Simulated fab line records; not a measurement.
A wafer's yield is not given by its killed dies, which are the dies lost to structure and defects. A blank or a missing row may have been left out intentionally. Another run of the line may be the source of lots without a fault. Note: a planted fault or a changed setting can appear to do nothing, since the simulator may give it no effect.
One fault seen from 2 desks    flow berkeley_cmos170    what lay behind the numbers comes last; until then each desk has only its own

AT THE TOOL OWNER'S DESK: lpcvd-02
The tool's own readings at UCB170_CONTACT_CVD_01 (deposits PSG from SiH4/O2/PH3, target thk 700 nm, time 2820 s): means of the sampled wafers that have a number, for each lot that ran on this tool. Any lot whose mean is over 4 standard deviations away from the usual mean is out of limits and marked OUT; that distance is given in the brackets.
Columns: A = spike_tc_load_C at UCB170_CONTACT_CVD_01, usual 468.2 C
lot   first seen here  A
L164  day 8 02:09      466.1
L171  day 8 21:11      465.7
L172  day 9 12:24      466.1
L177  day 10 17:47     465.8
L183  day 11 15:39     467.5
This desk's finding: nothing out of limits on any of the 5 lots.

AT THE METROLOGY DESK
Lot by lot, what the gauges showed, no matter which tool ran the lot: averages of those sampled wafers that carry a number. Any lot whose mean is over 4 standard deviations away from the usual mean is out of limits and marked OUT; that distance is given in the brackets.
Columns: A = cd_nm at UCB170_NLDD_CD_MEAS_06, usual 1199.7 nm; B = CONTACT_PSG_THK at UCB170_CONTACT_THK_MEAS_02, usual 698 nm; C = V1_OVL at UCB170_V1_OVL_MEAS_13, usual -1 nm; D = M2_AL_THK at UCB170_M2_THK_MEAS_03, usual 896 nm
lot   first seen here  A       B    C   D
L161  day 6 00:20      1199.3  695  1   914
L163  day 7 02:02      1198.5  704  -6  891
L164  day 7 16:44      1198.6  707  -8  907
L165  day 7 16:45      1200.5  703  -4  876
L166  day 7 16:51      1197.6  698  -9  888
L168  day 8 01:25      1198.9  695  -0  884
L171  day 8 07:59      1200.3  707  7   899
L170  day 8 08:51      1201.6  697  -4  894
L172  day 8 23:56      1202.0  698  2   885
L178  day 10 02:22     1199.2  689  4   900
L177  day 10 06:55     1199.9  720  -1  903
L184  day 10 22:38     1199.0  695  5   894
L183  day 10 22:53     1200.6  703  -6  902
This desk's finding: nothing out of limits on any of the 13 lots.

PUT TOGETHER
Nothing out of limits was seen by the tool owner's desk.
Metrology desk: nothing out of limits seen.

WHAT THE SIMULATOR PUT IN
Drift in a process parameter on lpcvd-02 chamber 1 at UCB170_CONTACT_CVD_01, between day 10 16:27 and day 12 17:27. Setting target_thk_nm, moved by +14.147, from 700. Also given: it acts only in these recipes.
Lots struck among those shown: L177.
